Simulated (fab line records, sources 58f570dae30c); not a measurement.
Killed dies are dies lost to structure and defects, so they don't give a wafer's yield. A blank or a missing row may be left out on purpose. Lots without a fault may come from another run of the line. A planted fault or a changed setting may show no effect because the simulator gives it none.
Problem report in the 8D (eight disciplines) form, filled by code | flow berkeley_cmos170 | the parts of the form that need people (team, actions taken, sign-off) are left out

1. THE PROBLEM
o2_flow_sccm at UCB170_PVT_STRIP_08 reads a mean of 600.4 sccm on 4 wafers of 2 lots; wafers without a fault read 400.1 sccm with a standard deviation of 1.1. That is +99 or more standard deviations from the usual mean.
The step: strips in O2.
First seen on wafer L392.1, day 8 14:07, on plasma_asher-01. The record holds 42 wafers of 14 lots with a number at this step. Rule for "out", or "out of limits": more than 4 standard deviations from the usual mean. The other wafers with a number count as sound.

2. WHAT IT IS AND WHAT IT IS NOT
question                    | is                                                     | is not
which readings at this step | o2_flow_sccm, oes_product_au, strip_time_to_endpoint_s | drypump_motor_current_A
which lots                  | L391, L392                                             | L380, L381, L382, L383, L385, L386, L387, L397, L398, L399, L400, L403
which wafers of those lots  | L391.2, L391.5, L392.1, L392.3                         | L391.1, L392.2
read on which tools         | plasma_asher-01                                        | plasma_asher-02, plasma_asher-04
when                        | from day 8 14:07                                       | up to then (22 sound wafers); but 16 sound wafers of L391, L397, L398, L399, L400, L403 came after

3. SUSPECTS, AND WHAT RULES EACH OUT
Counting: a tool at a process step up to the reading stays a suspect if it ran every lot that is out. Sound lots after the first of them don't rule it out here, since some wafers of a struck lot are sound.
- plasma_asher-01 at UCB170_PVT_STRIP_08 (strips in O2): kept. It ran every lot that is out, first L392 (day 8 14:07); its last sound lot up to then is L387 (day 8 08:23). Its own readings are out on those wafers: o2_flow_sccm, oes_product_au, strip_time_to_endpoint_s.
- Within plasma_asher-01 at UCB170_PVT_STRIP_08: the wafers that are out ran in chamber 0; their sound lot-mates ran in chamber 1.
Left after counting: plasma_asher-01 at UCB170_PVT_STRIP_08.

4. THE CAUSE (what the simulator had put in)
Process parameter drift: plasma_asher-01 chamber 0, from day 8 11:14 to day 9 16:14, at UCB170_PVT_STRIP_08. Setting o2_flow_sccm, moved by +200, from 400. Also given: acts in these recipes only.
Counting left only this tool.

5. THE CHAIN OF EFFECTS, in route order
Each row: a reading whose mean over the struck wafers that have a number lies more than 3 standard deviations from the usual. Only readings for which the record gives a usual standard deviation are gone through. hours: the time from each lot's start at the first step in this table that gives one to its start at this step, as a median over the lots. sigmas: the change in usual standard deviations.
hours | step                | reading                  | usual      | on struck wafers | change | sigmas
0     | UCB170_PVT_STRIP_08 | o2_flow_sccm             | 400.1 sccm | 600.4            | +200.3 | +99 or more
0     | UCB170_PVT_STRIP_08 | oes_product_au           | 0.734 a.u. | 0.758            | +0.024 | +5.3
0     | UCB170_PVT_STRIP_08 | strip_time_to_endpoint_s | 21.64 s    | 20.57            | -1.07  | -16
The process steps in it:
- UCB170_PVT_STRIP_08: strips in O2.
Later measuring or inspecting steps at which every struck wafer that the step has a row for has a number for every such reading, and none has moved that far: UCB170_V1_THK_MEAS_01.

6. WHAT WOULD HAVE CAUGHT IT SOONER
In this record the first reading out of limits was taken at day 8 14:07, 3 hours after the fault began at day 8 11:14.
